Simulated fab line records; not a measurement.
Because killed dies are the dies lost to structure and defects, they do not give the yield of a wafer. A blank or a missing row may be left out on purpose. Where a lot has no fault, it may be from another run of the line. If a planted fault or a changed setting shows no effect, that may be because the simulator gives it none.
Matching of chambers / flow berkeley_cmos170 / 4 sister chambers for UCB170_V1_CMP_02 on cmp-02
The step polishes SiO2. 8 wafers are shown with their chamber, then 9 later ones without.

WAFERS WITH THEIR CHAMBER
wafer=L830.5; chamber=3; motor_current_A (A)=16.1; edge_zone_pressure_frac=1.000
wafer=L836.3; chamber=3; motor_current_A (A)=16.9; edge_zone_pressure_frac=0.999
wafer=L836.5; chamber=0; motor_current_A (A)=17.9; edge_zone_pressure_frac=1.006
wafer=L846.3; chamber=2; motor_current_A (A)=14.4; edge_zone_pressure_frac=0.997
wafer=L846.5; chamber=0; motor_current_A (A)=17.4; edge_zone_pressure_frac=0.995
wafer=L848.1; chamber=1; motor_current_A (A)=17.9; edge_zone_pressure_frac=0.999
wafer=L848.2; chamber=2; motor_current_A (A)=14.3; edge_zone_pressure_frac=1.005
wafer=L848.5; chamber=1; motor_current_A (A)=17.5; edge_zone_pressure_frac=1.002

WAFERS WHOSE CHAMBER IS MISSING
wafer=L849.2; motor_current_A (A)=15.7; edge_zone_pressure_frac=1.001
wafer=L849.4; motor_current_A (A)=18.0; edge_zone_pressure_frac=0.991
wafer=L849.5; motor_current_A (A)=17.7; edge_zone_pressure_frac=0.988
wafer=L850.3; motor_current_A (A)=17.1; edge_zone_pressure_frac=0.998
wafer=L850.5; motor_current_A (A)=14.1; edge_zone_pressure_frac=1.001
wafer=L850.6; motor_current_A (A)=18.4; edge_zone_pressure_frac=1.006
wafer=L851.1; motor_current_A (A)=17.9; edge_zone_pressure_frac=0.998
wafer=L851.3; motor_current_A (A)=14.3; edge_zone_pressure_frac=1.002
wafer=L851.4; motor_current_A (A)=16.5; edge_zone_pressure_frac=1.001

CHAMBER TAKEN BY EACH
wafer=L849.2; from the rows above=can't be placed: 3 or 2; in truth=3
wafer=L849.4; from the rows above=can't be placed: 1 or 0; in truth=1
wafer=L849.5; from the rows above=can't be placed: 1 or 0 or 3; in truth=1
wafer=L850.3; from the rows above=can't be placed: 0 or 3 or 1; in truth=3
wafer=L850.5; from the rows above=2; in truth=2
wafer=L850.6; from the rows above=can't be placed: 1 or 0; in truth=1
wafer=L851.1; from the rows above=can't be placed: 1 or 0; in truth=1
wafer=L851.3; from the rows above=2; in truth=2
wafer=L851.4; from the rows above=3; in truth=3
3 of 9 placed correctly. These rows do not allow placing 6 (true chamber among the candidates in 6). Placed wrongly: 0.
How it was worked out, from the rows above alone: a wafer's distance from a chamber is the root of the sum, over the readings, of the square of ((its reading less the chamber's mean) divided by the reading's scatter). The wafer belongs to the nearest chamber; if the next one is less than 2 further off, it can't be placed. For every chamber, the mean is computed from those of its wafers that are shown. The scatter: the root of (the sum of the squares of (reading less its chamber's mean) over the shown wafers, divided by (wafers less chambers)).
